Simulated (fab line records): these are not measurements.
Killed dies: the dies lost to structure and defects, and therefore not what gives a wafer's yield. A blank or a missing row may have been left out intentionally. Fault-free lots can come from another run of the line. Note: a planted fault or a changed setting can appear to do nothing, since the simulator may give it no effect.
fab line records || flow berkeleyCmos170
record {"lots": 6, "wafers": 18, "lastDay": 11}
route steps=331 shown START@1 ZERO@6
lots that met no fault: from a run of the same line without faults
startH: start of the lot's first displayed wafer, in hours after the record's first day || waitH: hours since the lot's step before || " as in the row above || L1.1+2: a row that stands for several wafers || - no value, or no start given || * or withheld: withheld || < > ~ a bound
route shown NAME@n: NAME is a module with steps in the file, n the number in the route of the first one || usual: the fault-free wafers' mean and standard deviation || same: alike in all rows || chamber/n: place in a boat || sites: per-site readings || _std_site: standard deviation of those values || _edge_site: the outer-site mean with the inner-site mean subtracted || radiusMm: for every site, how far away it sits from the centre of the wafer || mask NAME#n: copy n || behind: the most recent tool/chamber to have shaped the wafer || hold: the reason the lot was held/the length of the hold in hours/how it ended || device: names the non-switching transistor (n, p or np) || end of line: the same wafers' tests at the end of the route || where a step has no rows: the recipe by itself || killed: dies that structure and defects cost at the first sort, which is not the same as the wafer's yield || map: a wafer's dies, x killed, . not, _ none there
set.NAME: the run value of the setting; set.NAME@STEP: its run value at that earlier step || model.NAME: the simulator's own value behind a step, which no gauge read
lots at some steps of the route; a table a step, a row a wafer
## steps
# step UCB170_START_BOW_MEAS_00
# recipe {"mode": "bow"}
# usual {"INCOMING_BOW": "0/6.7"}
{"lot.wafer": "L497.1", "tool": "filmMetro-03", "chamber": "-", "startH": 25.00, "waitH": "-", "INCOMING_BOW[um]": -7}
{"lot.wafer": "L497.3", "tool": "filmMetro-03", "chamber": "-", "startH": 25.00, "waitH": "-", "INCOMING_BOW[um]": -4}
{"lot.wafer": "L497.5", "tool": "filmMetro-03", "chamber": "-", "startH": 25.00, "waitH": "-", "INCOMING_BOW[um]": -4}
{"lot.wafer": "L498.4", "tool": "filmMetro-01", "chamber": "-", "startH": 30.06, "waitH": "-", "INCOMING_BOW[um]": -6}
{"lot.wafer": "L498.5", "tool": "filmMetro-01", "chamber": "-", "startH": 30.06, "waitH": "-", "INCOMING_BOW[um]": 7}
{"lot.wafer": "L498.6", "tool": "filmMetro-01", "chamber": "-", "startH": 30.06, "waitH": "-", "INCOMING_BOW[um]": 2}
{"lot.wafer": "L507.2", "tool": "filmMetro-03", "chamber": "-", "startH": 75.02, "waitH": "-", "INCOMING_BOW[um]": -2}
{"lot.wafer": "L507.5", "tool": "filmMetro-03", "chamber": "-", "startH": 75.02, "waitH": "-", "INCOMING_BOW[um]": 0}
{"lot.wafer": "L507.6", "tool": "filmMetro-03", "chamber": "-", "startH": 75.02, "waitH": "-", "INCOMING_BOW[um]": -4}
{"lot.wafer": "L508.1", "tool": "filmMetro-03", "chamber": "-", "startH": 80.00, "waitH": "-", "INCOMING_BOW[um]": 7}
{"lot.wafer": "L508.2", "tool": "filmMetro-03", "chamber": "-", "startH": 80.00, "waitH": "-", "INCOMING_BOW[um]": -5}
{"lot.wafer": "L508.6", "tool": "filmMetro-03", "chamber": "-", "startH": 80.00, "waitH": "-", "INCOMING_BOW[um]": 4}
{"lot.wafer": "L511.1", "tool": "filmMetro-04", "chamber": "-", "startH": 95.00, "waitH": "-", "INCOMING_BOW[um]": 3}
{"lot.wafer": "L511.4", "tool": "filmMetro-04", "chamber": "-", "startH": 95.00, "waitH": "-", "INCOMING_BOW[um]": 2}
{"lot.wafer": "L511.5", "tool": "filmMetro-04", "chamber": "-", "startH": 95.00, "waitH": "-", "INCOMING_BOW[um]": 0}
{"lot.wafer": "L513.1", "tool": "filmMetro-03", "chamber": "-", "startH": 105.00, "waitH": "-", "INCOMING_BOW[um]": -2}
{"lot.wafer": "L513.4", "tool": "filmMetro-03", "chamber": "-", "startH": 105.00, "waitH": "-", "INCOMING_BOW[um]": 2}
{"lot.wafer": "L513.5", "tool": "filmMetro-03", "chamber": "-", "startH": 105.00, "waitH": "-", "INCOMING_BOW[um]": 6}
# step UCB170_START_CLEAN_01
# recipe {"chemistry": "dHF", "dilution": "25:1", "timeS": 60}
# step UCB170_START_OXIDATION_02
# recipe {"tempC": 950, "ambient": "O2", "targetThkA": 200, "oxTimeS": 1800}
# step UCB170_START_THK_MEAS_03
# recipe {"reads": "SiO2_of_START_OXIDATION_02"}
# usual {"START_OXIDE_THK": "20.1/0.42"}
{"lot.wafer": "L497.1", "tool": "filmMetro-03", "chamber": "-", "startH": 28.46, "waitH": 0.0, "START_OXIDE_THK[nm]": 20.8}
{"lot.wafer": "L497.3", "tool": "filmMetro-03", "chamber": "-", "startH": 28.46, "waitH": 0.0, "START_OXIDE_THK[nm]": 20.8}
{"lot.wafer": "L497.5", "tool": "filmMetro-03", "chamber": "-", "startH": 28.46, "waitH": 0.0, "START_OXIDE_THK[nm]": 20.9}
{"lot.wafer": "L498.4", "tool": "filmMetro-01", "chamber": "-", "startH": 34.01, "waitH": 0.0, "START_OXIDE_THK[nm]": 19.5}
{"lot.wafer": "L498.5", "tool": "filmMetro-01", "chamber": "-", "startH": 34.01, "waitH": 0.0, "START_OXIDE_THK[nm]": 19.9}
{"lot.wafer": "L498.6", "tool": "filmMetro-01", "chamber": "-", "startH": 34.01, "waitH": 0.0, "START_OXIDE_THK[nm]": 19.7}
{"lot.wafer": "L507.2", "tool": "filmMetro-01", "chamber": "-", "startH": 79.20, "waitH": 0.0, "START_OXIDE_THK[nm]": 20.2}
{"lot.wafer": "L507.5", "tool": "filmMetro-01", "chamber": "-", "startH": 79.20, "waitH": 0.0, "START_OXIDE_THK[nm]": 20.3}
{"lot.wafer": "L507.6", "tool": "filmMetro-01", "chamber": "-", "startH": 79.20, "waitH": 0.0, "START_OXIDE_THK[nm]": 20.3}
{"lot.wafer": "L508.1", "tool": "filmMetro-01", "chamber": "-", "startH": 87.49, "waitH": 0.0, "START_OXIDE_THK[nm]": 20.4}
{"lot.wafer": "L508.2", "tool": "filmMetro-01", "chamber": "-", "startH": 87.49, "waitH": 0.0, "START_OXIDE_THK[nm]": 20.4}
{"lot.wafer": "L508.6", "tool": "filmMetro-01", "chamber": "-", "startH": 87.49, "waitH": 0.0, "START_OXIDE_THK[nm]": 20.6}
{"lot.wafer": "L511.1", "tool": "filmMetro-04", "chamber": "-", "startH": 98.11, "waitH": 0.0, "START_OXIDE_THK[nm]": 20.4}
{"lot.wafer": "L511.4", "tool": "filmMetro-04", "chamber": "-", "startH": 98.11, "waitH": 0.0, "START_OXIDE_THK[nm]": 20.1}
{"lot.wafer": "L511.5", "tool": "filmMetro-04", "chamber": "-", "startH": 98.11, "waitH": 0.0, "START_OXIDE_THK[nm]": 20.2}
{"lot.wafer": "L513.1", "tool": "filmMetro-04", "chamber": "-", "startH": 108.56, "waitH": 0.0, "START_OXIDE_THK[nm]": 20.6}
{"lot.wafer": "L513.4", "tool": "filmMetro-04", "chamber": "-", "startH": 108.56, "waitH": 0.0, "START_OXIDE_THK[nm]": 20.8}
{"lot.wafer": "L513.5", "tool": "filmMetro-04", "chamber": "-", "startH": 108.56, "waitH": 0.0, "START_OXIDE_THK[nm]": 21.0}
# step UCB170_START_ANNEAL_04
# recipe {"tempC": 950, "timeS": 1200, "ambient": "N2"}
# step UCB170_ZERO_HMDS_00
# recipe {"primeTimeS": 60, "primeTempC": 100}
# step UCB170_ZERO_COAT_01
# recipe {"resist": "KrF", "spinRpm": 1500, "resistThkNm": 900}
# step UCB170_ZERO_SOFTBAKE_02
# recipe {"resist": "KrF", "tempC": 130, "timeS": 60}
# step UCB170_ZERO_EXPOSE_03
# recipe {"maskId": "PM_MARKS", "na": 0.5, "sigmaOuter": 0.6, "sourceShape": "conventional", "targetCdNm": 4000, "doseMj": 30}
# step UCB170_ZERO_PEB_04
# recipe {"pebTempC": 130, "pebTimeS": "withheld", "resist": "KrF"}
# usual {"chillPlateTempC": "23.00/0.11", "exhaustPa": "45.2/0.86"}
{"lot.wafer": "L497.1", "tool": "lithoTrack-03", "chamber": "-", "startH": 31.61, "waitH": 0.1, "chillPlateTempC": "-", "exhaustPa": "-"}
{"lot.wafer": "L497.3", "tool": "lithoTrack-03", "chamber": "-", "startH": 31.61, "waitH": 0.1, "chillPlateTempC": "-", "exhaustPa": "-"}
{"lot.wafer": "L497.5", "tool": "lithoTrack-03", "chamber": "-", "startH": 31.61, "waitH": 0.1, "chillPlateTempC": "-", "exhaustPa": "-"}
{"lot.wafer": "L498.4", "tool": "lithoTrack-01", "chamber": "-", "startH": 37.57, "waitH": 0.3, "chillPlateTempC": "-", "exhaustPa": "-"}
{"lot.wafer": "L498.5", "tool": "lithoTrack-01", "chamber": "-", "startH": 37.57, "waitH": 0.3, "chillPlateTempC": "-", "exhaustPa": "-"}
{"lot.wafer": "L498.6", "tool": "lithoTrack-01", "chamber": "-", "startH": 37.57, "waitH": 0.3, "chillPlateTempC": "-", "exhaustPa": "-"}
{"lot.wafer": "L507.2", "tool": "lithoTrack-03", "chamber": 0, "startH": 86.63, "waitH": 0.1, "chillPlateTempC": 23.29, "exhaustPa": 45.5}
{"lot.wafer": "L507.5", "tool": "lithoTrack-03", "chamber": 0, "startH": 86.63, "waitH": 0.1, "chillPlateTempC": 23.22, "exhaustPa": 44.8}
{"lot.wafer": "L507.6", "tool": "lithoTrack-03", "chamber": 0, "startH": 86.63, "waitH": 0.1, "chillPlateTempC": 23.07, "exhaustPa": 45.5}
{"lot.wafer": "L508.1", "tool": "lithoTrack-01", "chamber": 0, "startH": 92.70, "waitH": 0.6, "chillPlateTempC": 23.00, "exhaustPa": 47.0}
{"lot.wafer": "L508.2", "tool": "lithoTrack-01", "chamber": 0, "startH": 92.70, "waitH": 0.6, "chillPlateTempC": 22.93, "exhaustPa": 45.5}
{"lot.wafer": "L508.6", "tool": "lithoTrack-01", "chamber": 0, "startH": 92.70, "waitH": 0.6, "chillPlateTempC": 23.01, "exhaustPa": 46.3}
{"lot.wafer": "L511.1", "tool": "lithoTrack-03", "chamber": 0, "startH": 101.64, "waitH": 0.1, "chillPlateTempC": 23.03, "exhaustPa": 45.0}
{"lot.wafer": "L511.4", "tool": "lithoTrack-03", "chamber": 0, "startH": 101.64, "waitH": 0.1, "chillPlateTempC": 23.06, "exhaustPa": 46.1}
{"lot.wafer": "L511.5", "tool": "lithoTrack-03", "chamber": 0, "startH": 101.64, "waitH": 0.1, "chillPlateTempC": 22.97, "exhaustPa": 45.8}
{"lot.wafer": "L513.1", "tool": "lithoTrack-01", "chamber": 0, "startH": 114.18, "waitH": 0.6, "chillPlateTempC": 23.17, "exhaustPa": 45.4}
{"lot.wafer": "L513.4", "tool": "lithoTrack-01", "chamber": 0, "startH": 114.18, "waitH": 0.6, "chillPlateTempC": 23.05, "exhaustPa": 44.1}
{"lot.wafer": "L513.5", "tool": "lithoTrack-01", "chamber": 0, "startH": 114.18, "waitH": 0.6, "chillPlateTempC": 23.11, "exhaustPa": 45.6}
# step UCB170_ZERO_DEVELOP_05
# recipe {"developer": "TMAH", "developTimeS": 45, "resist": "KrF", "devTempC": 21}
## key
firstSign {"step": "UCB170_ZERO_PEB_04", "reading": "toolRecord", "direction": "missing"}
effect none on later readings
metAt UCB170_ZERO_PEB_04
struckWafers L497.1,L497.3,L497.5,L498.4,L498.5,L498.6
laterRowsLeftOut L497.1,L497.3,L497.5,L498.4,L498.5,L498.6
sortLeftOut L497.1,L497.3,L497.5,L498.4,L498.5,L498.6
testerLeftOut L497,L498
fault {"kind": "skippedStepWhole", "tool": "lithoTrack-01,lithoTrack-03", "chamber": "-", "onsetH": 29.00, "steps": "UCB170_ZERO_PEB_04", "scope": "struckLotsOnly"}
# testerLeftOut: of these lots the tester's yield and bins aren't shown, on N5 and GAA mostly nor the transistor test; their killed dies are dies lost to structure and defects alone, not to doping, threshold or leakage, so they don't give the yield
# sortLeftOut: the simulated sort isn't trusted on such a fault, so these wafers' sort isn't shown, and their yield isn't known
# laterRowsLeftOut: the simulator's readings of these wafers behind a module that went badly wrong aren't trusted and aren't shown, but for the sort
